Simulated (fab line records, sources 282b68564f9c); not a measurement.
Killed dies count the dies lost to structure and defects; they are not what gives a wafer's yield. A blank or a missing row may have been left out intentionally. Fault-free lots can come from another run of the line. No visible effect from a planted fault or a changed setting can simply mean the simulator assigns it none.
fab line records    flow ritCmos
[record] lots = 5  wafers = 27
route steps=202 shown ACTIVE@14 GATE@95 REOX@101 NLDD@103 PLDD@123 SPACER@125 SILICIDE@162 M1@202
startH: hours from the record's opening day to when the first of the lot's shown wafers began    waitH: hours since the lot's step before    " identical to the entry in the row above    L1.1+2: several wafers, shown together as one row    - either no value or no given start    * or withheld: withheld    < > ~ a bound
route shown NAME@n: NAME is a module with steps in the file, n the number in the route of the first one    usual: average and standard deviation across the fault-free wafers    same: alike in all rows    chamber/n: place in a boat    sites: each site's reading    _std_site: the standard deviation of these    _edge_site: inner sites' mean taken away from outer sites' mean    radiusMm: how far each site lies from the wafer's centre    mask NAME#n: copy n    behind: the tool/chamber that last shaped the wafer    hold: what put the lot on hold/how long, in hours/how the hold closed    device: whichever transistor did not switch (one of n, p or np)    end of line: at the end of the route, the tests of the same wafers    a step without rows: its recipe alone    killed: not the wafer's yield, but the dies lost to structure and defects at the first sort    map: a wafer's dies, x killed, . not, _ none there
set.NAME: the setting that was run; set.NAME@STEP: the one run at that earlier step    model.NAME: the simulator's own value behind a step, which no gauge read
lots with deliberately changed settings; one table per step, one row per wafer
[[steps]]
[step RIT_ACTIVE_ETCH_13]
[recipe] stopOn = SiO2  chemistry = SF6  target = Si3N4  timeS = 210  overEtchFrac = 0.4  SF6_flow_sccm = 200  pressureMtorr = 260  rfW = 125  targetDepthA = 2100
[usual] oesProductAu = 0.818/0.014
lot.wafer  tool        chamber  startH  waitH  set.targetDepthA  oesProductAu  model.SiO2_of_ACTIVE_OXIDATION_01.thkNm  model.NOVOLAK_of_ACTIVE_COAT_06.thkNm
L075.1     rieDiel-01  0        20.15   0.1    1317              1.018         46.68                                    742.4
L075.2     "           2        "       "      1317              0.996         47.63                                    740.4
L075.3     "           3        "       "      2100              0.821         47.91                                    659.2
L075.4     "           1        "       "      2100              0.818         47.44                                    665.4
L075.5     "           3        "       "      2100              0.820         46.79                                    658.4
L075.6     "           0        "       "      1317              1.020         47.42                                    740.4
L076.1     rieDiel-03  1        24.92   0.1    2100              0.834         46.44                                    649.9
L076.2     "           2        "       "      2680              0.721         27.23                                    589.6
L076.3     "           3        "       "      2680              0.724         26.84                                    583.7
L076.4     "           0        "       "      2680              0.712         25.48                                    585.7
L076.5     "           2        "       "      2100              0.803         45.77                                    650
L076.6     "           3        "       "      2100              0.824         46.58                                    650.1
L079.1     rieDiel-01  2        42.07   0.1    2100              0.819         45.47                                    648.1
L079.3     "           1        "       "      2100              0.813         46.27                                    653.2
L079.4     "           3        "       "      2100              0.821         46.11                                    650.8
L081.1     rieDiel-04  2        50.58   0.1    2100              0.848         45.87                                    653.7
L081.2     "           3        "       "      2100              0.811         45.49                                    650
L081.3     "           1        "       "      2100              0.796         46.58                                    652.3
L081.4     "           0        "       "      2100              0.817         45.62                                    645.5
L081.5     "           1        "       "      2100              0.799         45.42                                    653.6
L081.6     "           2        "       "      2100              0.847         45.54                                    651.1
L083.1     rieDiel-04  0        60.42   0.1    2586              0.736         30.55                                    598.2
L083.2     "           2        "       "      2586              0.751         32.07                                    605.9
L083.3     "           1        "       "      2586              0.713         31.86                                    601.9
L083.4     "           3        "       "      2100              0.805         47.25                                    655.3
L083.5     "           3        "       "      2100              0.815         47.84                                    654.4
L083.6     "           0        "       "      2100              0.813         47.64                                    654.1
[step RIT_GATE_ETCH_19]
[recipe] chemistry = SF6/CHF3/O2  timeS = 165  SF6_flow_sccm = 30  CHF3_flow_sccm = 30  O2_flow_sccm = 5  target = poly-Si  pressureMtorr = 40  rfW = 160  targetDepthA = 3125  overEtchFrac = 0.25  stopOn = SiO2
lot.wafer  tool      chamber  startH  waitH  set.timeS  model.NOVOLAK_of_GATE_COAT_11.thkNm
L075.1+2   rieSi-01  2,3      44.00   0.1    165        669.4
L075.3     "         0        "       "      165        668.5
L075.4     "         1        "       "      165        668.9
L075.5     "         1        "       "      165        666.7
L075.6     "         2        "       "      165        667.7
L076.1     rieSi-02  2        47.30   0.1    165        666.3
L076.2     "         1        "       "      165        669.8
L076.3     "         0        "       "      245.6      624.7
L076.4     "         3        "       "      245.6      622.5
L076.5     "         1        "       "      165        668.2
L076.6     "         2        "       "      245.6      626.2
L079.1     rieSi-01  3        67.33   0.1    165        667.9
L079.3     "         2        "       "      165        668.2
L079.4     "         1        "       "      165        666.2
L081.1     rieSi-01  0        76.04   0.1    203.9      655.8
L081.2     "         1        "       "      165        671.1
L081.3     "         2        "       "      203.9      654.1
L081.4     "         3        "       "      203.9      653.4
L081.5     "         1        "       "      165        671.6
L081.6     "         2        "       "      165        672.9
L083.1     rieSi-02  1        86.04   0.1    165        668.5
L083.2     "         0        "       "      165        668.6
L083.3     "         3        "       "      240.1      630.2
L083.4     "         2        "       "      165        670.4
L083.5     "         3        "       "      240.1      630.9
L083.6     "         2        "       "      240.1      635
[step RIT_REOX_OXIDATION_03]
[recipe] tempC = 900  ambient = O2  targetThkA = 252  oxTimeS = 5580
lot.wafer  tool        chamber  startH  waitH  set.oxTimeS  model.SiO2_of_REOX_OXIDATION_03.thkNm  model.poly-Si_of_GATE_CVD_08.thkNm
L075.1     -           -        -       0.0    2937         16.49                                  237.8
L075.2     "           -        "       "      2937         16.38                                  238.1
L075.3     "           -        "       "      2937         16.31                                  239.2
L075.4     "           -        "       "      2937         16.1                                   237.2
L075.5     "           -        "       "      2937         16.62                                  237.8
L075.6     "           -        "       "      2937         16.43                                  238.6
L076.1     -           -        -       0.0    2824         16.73                                  238
L076.2     "           -        "       "      2824         16.39                                  238.3
L076.3     "           -        "       "      2824         16.66                                  239.2
L076.4     "           -        "       "      2824         16.48                                  241
L076.5     "           -        "       "      2824         16.47                                  239.3
L076.6     "           -        "       "      2824         16.71                                  240.2
L079.1     furnace-03  0        68.13   0.0    5580         24.76                                  232.5
L079.3     "           0        "       "      5580         24.81                                  234.5
L079.4     "           0        "       "      5580         24.7                                   233.6
L081.1     -           -        -       2.2    4329         21.32                                  234.7
L081.2     "           -        "       "      4329         21.03                                  234.3
L081.3     "           -        "       "      4329         21.18                                  236.6
L081.4     "           -        "       "      4329         20.89                                  236.7
L081.5     "           -        "       "      4329         21.09                                  236.8
L081.6     "           -        "       "      4329         21.26                                  238.2
L083.1     -           -        -       0.6    2450         15.2                                   243.2
L083.2     "           -        "       "      2450         15.33                                  242.4
L083.3     "           -        "       "      2450         14.73                                  240.5
L083.4     "           -        "       "      2450         15.1                                   240.5
L083.5     "           -        "       "      2450         15.13                                  241.2
L083.6     "           -        "       "      2450         15.3                                   241.7
[step RIT_REOX_THK_MEAS_04]
[recipe] reads = SiO2_of_REOX_OXIDATION_03
[usual] REOX_OXIDE_THK = 25.1/0.45
lot.wafer  tool          chamber  startH  waitH  set.oxTimeS@REOX_OXIDATION_03  REOX_OXIDE_THK[nm]
L075.1     filmMetro-04  -        -       -      2937                           16.5
L075.2     "             -        "       "      2937                           16.4
L075.3     "             -        "       "      2937                           16.3
L075.4     "             -        "       "      2937                           16.1
L075.5     "             -        "       "      2937                           16.6
L075.6     "             -        "       "      2937                           16.4
L076.1     filmMetro-03  -        -       -      2824                           16.8
L076.2     "             -        "       "      2824                           16.4
L076.3     "             -        "       "      2824                           16.7
L076.4     "             -        "       "      2824                           16.5
L076.5     "             -        "       "      2824                           16.4
L076.6     "             -        "       "      2824                           16.6
L079.1     filmMetro-02  -        70.68   0.0    5580                           24.7
L079.3     "             -        "       "      5580                           24.8
L079.4     "             -        "       "      5580                           24.7
L081.1     filmMetro-02  -        -       -      4329                           21.3
L081.2     "             -        "       "      4329                           21.1
L081.3     "             -        "       "      4329                           21.2
L081.4     "             -        "       "      4329                           20.9
L081.5     "             -        "       "      4329                           21.1
L081.6     "             -        "       "      4329                           21.2
L083.1     filmMetro-02  -        -       -      2450                           15.2
L083.2     "             -        "       "      2450                           15.3
L083.3     "             -        "       "      2450                           14.7
L083.4     "             -        "       "      2450                           15.1
L083.5     "             -        "       "      2450                           15.1
L083.6     "             -        "       "      2450                           15.3
[step RIT_NLDD_HMDS_00]
[recipe] primeTimeS = 60  primeTempC = 140
[step RIT_NLDD_COAT_01]
[recipe] resist = NOVOLAK  spinRpm = 3250  resistThkNm = 1000
[step RIT_PLDD_STRIP_09]
[recipe] chemistry = O2  timeS = 180  resist = NOVOLAK  platenTempC = withheld  powerW = 500  pressureMtorr = 4000  o2FlowSccm = 4000
[step RIT_SPACER_CLEAN_00]
[recipe] chemistry = SC1  mix = 3:3:50  timeS = 600  tempC = 75
lot.wafer  tool         chamber  startH  waitH  set.oxTimeS@REOX_OXIDATION_03  model.SiO2_of_REOX_OXIDATION_03.thkNm
L075.1     wetBench-03  2        50.55   0.1    2937                           15.23
L075.2     "            2        "       "      2937                           15.13
L075.3     "            2        "       "      2937                           15.06
L075.4     "            2        "       "      2937                           14.87
L075.5     "            2        "       "      2937                           15.34
L075.6     "            2        "       "      2937                           15.17
L076.1     wetBench-02  3        53.63   0.1    2824                           15.44
L076.2     "            3        "       "      2824                           15.12
L076.3     "            3        "       "      2824                           15.37
L076.4     "            3        "       "      2824                           15.21
L076.5     "            3        "       "      2824                           15.2
L076.6     "            3        "       "      2824                           15.43
L079.1     wetBench-03  2        73.85   0.1    5580                           22.84
L079.3     "            2        "       "      5580                           22.9
L079.4     "            2        "       "      5580                           22.78
L081.1     wetBench-02  3        84.68   0.1    4329                           19.65
L081.2     "            3        "       "      4329                           19.39
L081.3     "            3        "       "      4329                           19.53
L081.4     "            3        "       "      4329                           19.27
L081.5     "            3        "       "      4329                           19.45
L081.6     "            3        "       "      4329                           19.6
L083.1     wetBench-03  1        93.20   0.1    2450                           14.03
L083.2     "            1        "       "      2450                           14.15
L083.3     "            1        "       "      2450                           13.61
L083.4     "            1        "       "      2450                           13.94
L083.5     "            1        "       "      2450                           13.96
L083.6     "            1        "       "      2450                           14.12
[step RIT_SPACER_ETCHBACK_05]
[recipe] targetDepthA = 2500  SF6_flow_sccm = 30  CHF3_flow_sccm = 30  target = Si3N4  chemistry = SF6/CHF3  pressureMtorr = 40  rfW = 250  timeS = 240  stopOn = SiO2
[usual] oesProductAu = 0.844/0.015
lot.wafer  tool        chamber  startH  waitH  set.targetDepthA  oesProductAu  model.Si3N4_of_SPACER_CVD_03.thkNm  model.poly-Si_of_GATE_CVD_08.thkNm
L075.1     rieDiel-04  3        52.93   0.1    2500              0.833         195.1                               171.7
L075.2     "           1        "       "      2500              0.820         195.8                               171.7
L075.3     "           2        "       "      2500              0.864         195.9                               173.8
L075.4     "           0        "       "      2500              0.847         195.2                               171.2
L075.5     "           1        "       "      2500              0.830         196.1                               171.5
L075.6     "           2        "       "      2500              0.874         197                                 172.9
L076.1     rieDiel-01  2        56.16   0.1    2500              0.830         194.2                               172.2
L076.2     "           3        "       "      2500              0.843         195.8                               173.8
L076.3     "           0        "       "      2044              0.967         204.9                               182.8
L076.4     "           1        "       "      2044              0.932         204                                 185.6
L076.5     "           1        "       "      2044              0.929         204.1                               184.1
L076.6     "           0        "       "      2500              0.851         194.2                               175.1
L079.1     rieDiel-04  0        76.21   0.1    2500              0.847         195.9                               166.7
L079.3     "           2        "       "      2500              0.867         196.1                               169.3
L079.4     "           1        "       "      2500              0.814         195.5                               168
L081.1     rieDiel-01  1        87.06   0.1    2500              0.829         195.2                               169.3
L081.2     "           3        "       "      2500              0.836         195.7                               168.8
L081.3     "           2        "       "      2500              0.851         195.7                               170.3
L081.4     "           0        "       "      3415              0.715         179.1                               151.8
L081.5     "           0        "       "      3415              0.715         179.2                               151.3
L081.6     "           3        "       "      3415              0.700         179.7                               153.3
L083.1     rieDiel-02  3        96.08   0.1    2939              0.781         186.2                               167.5
L083.2     "           2        "       "      2939              0.771         185.2                               166.1
L083.3     "           0        "       "      2500              0.834         193.5                               174.6
L083.4     "           1        "       "      2500              0.830         192.7                               174.7
L083.5     "           1        "       "      2500              0.845         195                                 175.2
L083.6     "           2        "       "      2939              0.780         186.1                               166.1
[step RIT_SILICIDE_SPUTTER_01]
[recipe] material = Ti  targetThkNm = 30  powerW = 350  chamberPressurePa = 0.667  gas = Ar  timeS = 240  substrateTempC = 25
lot.wafer  tool           chamber  startH  waitH  set.timeS  model.Ti_of_SILICIDE_SPUTTER_01.thkNm
L075.1     pvdSputter-01  -        57.25   0.0    279.4      35.5
L075.2     "              -        "       "      279.4      35.8
L075.3     "              -        "       "      279.4      35.55
L075.4     "              -        "       "      240        30.34
L075.5     "              -        "       "      240        30.36
L075.6     "              -        "       "      240        30.03
L076.1     pvdSputter-03  -        60.26   0.0    240        30.09
L076.2     "              -        "       "      126.8      15.83
L076.3     "              -        "       "      126.8      15.95
L076.4     "              -        "       "      240        29.94
L076.5     "              -        "       "      126.8      16.01
L076.6     "              -        "       "      240        29.81
L079.1+4   pvdSputter-04  -        80.40   0.0    240        29.87
L079.3     "              -        "       "      240        29.86
L081.1     pvdSputter-04  -        91.36   0.0    162.6      19.94
L081.2     "              -        "       "      240        29.89
L081.3     "              -        "       "      162.6      20.21
L081.4     "              -        "       "      240        29.74
L081.5     "              -        "       "      162.6      20.17
L081.6     "              -        "       "      240        29.92
L083.1     pvdSputter-04  -        100.12  0.0    240        29.61
L083.2     "              -        "       "      183.4      22.35
L083.3     "              -        "       "      183.4      22.49
L083.4     "              -        "       "      240        29.23
L083.5     "              -        "       "      183.4      22.29
L083.6     "              -        "       "      240        29.47
[step RIT_SILICIDE_RS_MEAS_02]
[recipe] thkMeasGauge = four-point-probe  reads = Ti_of_SILICIDE_SPUTTER_01
[usual] SILICIDE_TI_RS = 47.9/0.75
lot.wafer  tool          chamber  startH  waitH  set.timeS@SILICIDE_SPUTTER_01  SILICIDE_TI_RS[ohm/sq]
L075.1     filmMetro-01  -        57.40   0.1    279.4                          38.8
L075.2     "             -        "       "      279.4                          38.4
L075.3     "             -        "       "      279.4                          38.8
L075.4     "             -        "       "      240                            47.4
L075.5     "             -        "       "      240                            47.1
L075.6     "             -        "       "      240                            47.8
L076.1     filmMetro-01  -        60.41   0.1    240                            47.8
L076.2     "             -        "       "      126.8                          108.5
L076.3     "             -        "       "      126.8                          107.4
L076.4     "             -        "       "      240                            48.0
L076.5     "             -        "       "      126.8                          106.9
L076.6     "             -        "       "      240                            48.3
L079.1     filmMetro-03  -        80.55   0.1    240                            48.2
L079.3     "             -        "       "      240                            48.2
L079.4     "             -        "       "      240                            48.2
L081.1     filmMetro-04  -        91.51   0.1    162.6                          80.3
L081.2     "             -        "       "      240                            48.1
L081.3     "             -        "       "      162.6                          79.0
L081.4     "             -        "       "      240                            48.4
L081.5     "             -        "       "      162.6                          79.0
L081.6     "             -        "       "      240                            48.0
L083.1     filmMetro-01  -        100.27  0.1    240                            48.7
L083.2     "             -        "       "      183.4                          69.4
L083.3     "             -        "       "      183.4                          68.9
L083.4     "             -        "       "      240                            49.5
L083.5     "             -        "       "      183.4                          69.7
L083.6     "             -        "       "      240                            49.0
[step RIT_SILICIDE_THK_MEAS_03]
[recipe] thkMeasGauge = xrf  reads = Ti_of_SILICIDE_SPUTTER_01
[usual] SILICIDE_TI_THK = 29.5/0.45
lot.wafer  tool          chamber  startH  waitH  set.timeS@SILICIDE_SPUTTER_01  SILICIDE_TI_THK[nm]
L075.1     filmMetro-01  -        57.52   0.1    279.4                          35.1
L075.2     "             -        "       "      279.4                          35.3
L075.3     "             -        "       "      279.4                          35.1
L075.4     "             -        "       "      240                            29.9
L075.5     "             -        "       "      240                            30.0
L075.6     "             -        "       "      240                            29.7
L076.1     filmMetro-01  -        60.53   0.1    240                            29.7
L076.2     "             -        "       "      126.8                          15.7
L076.3     "             -        "       "      126.8                          15.8
L076.4     "             -        "       "      240                            29.7
L076.5     "             -        "       "      126.8                          15.8
L076.6     "             -        "       "      240                            29.4
L079.1     filmMetro-03  -        80.67   0.1    240                            29.4
L079.3     "             -        "       "      240                            29.4
L079.4     "             -        "       "      240                            29.4
L081.1     filmMetro-04  -        91.63   0.1    162.6                          19.6
L081.2     "             -        "       "      240                            29.2
L081.3     "             -        "       "      162.6                          19.8
L081.4     "             -        "       "      240                            29.2
L081.5     "             -        "       "      162.6                          19.7
L081.6     "             -        "       "      240                            29.3
L083.1     filmMetro-01  -        100.39  0.1    240                            28.9
L083.2     "             -        "       "      183.4                          21.9
L083.3     "             -        "       "      183.4                          22.0
L083.4     "             -        "       "      240                            28.6
L083.5     "             -        "       "      183.4                          21.8
L083.6     "             -        "       "      240                            28.7
[step RIT_M1_PROBE_99]
lot.wafer  tool       chamber  startH  waitH  set.timeS@GATE_ETCH_19  set.oxTimeS@REOX_OXIDATION_03  model.etest.nldd.rsOhmSq  model.etest.nmosTurned.driveUaUm  model.etest.pldd.rsOhmSq  model.etest.pmos_0p15.rOnOhmUm  model.etest.pmosTurned.rOnOhmUm
L075.1     prober-02  -        66.09   0.1    165                     2937                           254.5                     434.7                             272.7                     2248                            2650
L075.2     prober-02  -        66.14   0.1    165                     2937                           257.4                     437.4                             271.5                     2259                            2669
L075.3     prober-02  -        66.19   0.2    165                     2937                           253.8                     421.2                             273                       2292                            2712
L075.4     prober-02  -        66.24   0.2    165                     2937                           252.7                     424.8                             267.2                     2294                            2705
L075.5     prober-02  -        66.29   0.2    165                     2937                           258                       427.1                             274                       2282                            2726
L075.6     prober-02  -        66.34   0.2    165                     2937                           255.2                     440.8                             270.3                     2174                            2603
L076.1     prober-01  -        67.59   0.1    165                     2824                           262.6                     429.7                             278.4                     2260                            2670
L076.2     prober-01  -        67.64   0.1    165                     2824                           261.1                     425.6                             271.2                     2184                            2600
L076.3     prober-01  -        67.69   0.2    245.6                   2824                           259.2                     446.9                             275.8                     1863                            2262
L076.4     prober-01  -        67.74   0.2    245.6                   2824                           259.7                     447.4                             270                       1894                            2292
L076.5     prober-01  -        67.79   0.2    165                     2824                           262.7                     411.6                             272.8                     2192                            2630
L076.6     prober-01  -        67.84   0.2    245.6                   2824                           261.1                     444.2                             275.2                     2036                            2433
L079.1     prober-01  -        87.34   0.1    165                     5580                           373.6                     326.3                             483.5                     2708                            3391
L079.3     prober-01  -        87.44   0.2    165                     5580                           373.1                     319.4                             485.4                     2697                            3348
L079.4     prober-01  -        87.49   0.2    165                     5580                           372.9                     323.5                             480.8                     2719                            3379
L081.1     prober-01  -        98.63   0.1    203.9                   4329                           315.8                     375.2                             361.8                     2547                            3034
L081.2     prober-01  -        98.68   0.1    165                     4329                           310.4                     366.1                             356.3                     2628                            3140
L081.3     prober-01  -        98.73   0.2    203.9                   4329                           311.8                     375.2                             362.6                     2528                            3036
L083.3     prober-01  -        107.43  0.2    240.1                   2450                           243.2                     445.6                             252.3                     2029                            2414
L083.4     prober-01  -        107.48  0.2    165                     2450                           247.3                     427.5                             260.4                     2273                            2687
L083.5     prober-01  -        107.53  0.2    240.1                   2450                           246.2                     438.1                             258.1                     2044                            2441
// killed by level:class
L079.1 FOX1:geometricParticle:short=2 GATE:geometricParticle:short=2 GATE:geometricParticle:open=2 SPACER:geometricParticle:short=1 SILICIDE:geometricParticle:short=1 SILICIDE:geometricParticle:open=1
L079.3 FOX1:geometricParticle:short=2 FOX2:geometricParticle:short=2 REOX:geometricParticle:short=2 GATE:geometricParticle:short=1 SPACER:geometricParticle:short=1 SILICIDE:geometricParticle:open=1 SILICIDE:geometricParticle:short=1
L079.4 SILICIDE:geometricParticle:short=3 GATE:geometricParticle:short=2 REOX:geometricParticle:open=1 SILICIDE:geometricParticle:open=1
[[key]]
[split] step = RIT_ACTIVE_ETCH_13  setting = targetDepthA  stated = 2100  by = wafer
[response] step = RIT_ACTIVE_ETCH_13  reading = oesProductAu  change = -0.00437  per = 1%  r = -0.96
[response] step = RIT_ACTIVE_ETCH_13  reading = model.SiO2_of_ACTIVE_OXIDATION_01.thkNm  shape = bent  atLowest = 47.25  atStated = 46.45  atHighest = 26.52
[response] step = RIT_ACTIVE_ETCH_13  reading = model.NOVOLAK_of_ACTIVE_COAT_06.thkNm  change = -2.22  per = 1%  r = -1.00
[split] step = RIT_GATE_ETCH_19  setting = timeS  stated = 165  by = wafer
[response] step = RIT_GATE_ETCH_19  reading = model.NOVOLAK_of_GATE_COAT_11.thkNm  change = -0.844  per = 1%  r = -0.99
[response] step = RIT_M1_PROBE_99  reading = model.etest.pmosTurned.rOnOhmUm  change = -5.97  per = 1%  r = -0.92
[response] step = RIT_M1_PROBE_99  reading = model.etest.pmos_0p15.rOnOhmUm  change = -5.48  per = 1%  r = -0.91
[split] step = RIT_REOX_OXIDATION_03  setting = oxTimeS  stated = 5580  by = lot
[response] step = RIT_REOX_OXIDATION_03  reading = model.SiO2_of_REOX_OXIDATION_03.thkNm  change = +0.173  per = 1%  r = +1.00
[response] step = RIT_REOX_OXIDATION_03  reading = model.poly-Si_of_GATE_CVD_08.thkNm  change = -0.128  per = 1%  r = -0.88
[response] step = RIT_REOX_THK_MEAS_04  reading = REOX_OXIDE_THK  change = +0.174  per = 1%  r = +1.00
[response] step = RIT_SPACER_CLEAN_00  reading = model.SiO2_of_REOX_OXIDATION_03.thkNm  change = +0.16  per = 1%  r = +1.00
[response] step = RIT_M1_PROBE_99  reading = model.etest.pldd.rsOhmSq  change = +4.05  per = 1%  r = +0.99
[response] step = RIT_M1_PROBE_99  reading = model.etest.nldd.rsOhmSq  change = +2.28  per = 1%  r = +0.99
[response] step = RIT_M1_PROBE_99  reading = model.etest.nmosTurned.driveUaUm  change = -2.18  per = 1%  r = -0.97
[split] step = RIT_SPACER_ETCHBACK_05  setting = targetDepthA  stated = 2500  by = wafer
[response] step = RIT_SPACER_ETCHBACK_05  reading = oesProductAu  change = -0.00384  per = 1%  r = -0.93
[response] step = RIT_SPACER_ETCHBACK_05  reading = model.Si3N4_of_SPACER_CVD_03.thkNm  change = -0.457  per = 1%  r = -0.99
[response] step = RIT_SPACER_ETCHBACK_05  reading = model.poly-Si_of_GATE_CVD_08.thkNm  change = -0.49  per = 1%  r = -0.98
[split] step = RIT_SILICIDE_SPUTTER_01  setting = timeS  stated = 240  by = wafer
[response] step = RIT_SILICIDE_SPUTTER_01  reading = model.Ti_of_SILICIDE_SPUTTER_01.thkNm  change = +0.301  per = 1%  r = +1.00
[response] step = RIT_SILICIDE_RS_MEAS_02  reading = SILICIDE_TI_RS  change = -1.09  per = 1%  r = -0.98
[response] step = RIT_SILICIDE_THK_MEAS_03  reading = SILICIDE_TI_THK  change = +0.296  per = 1%  r = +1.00
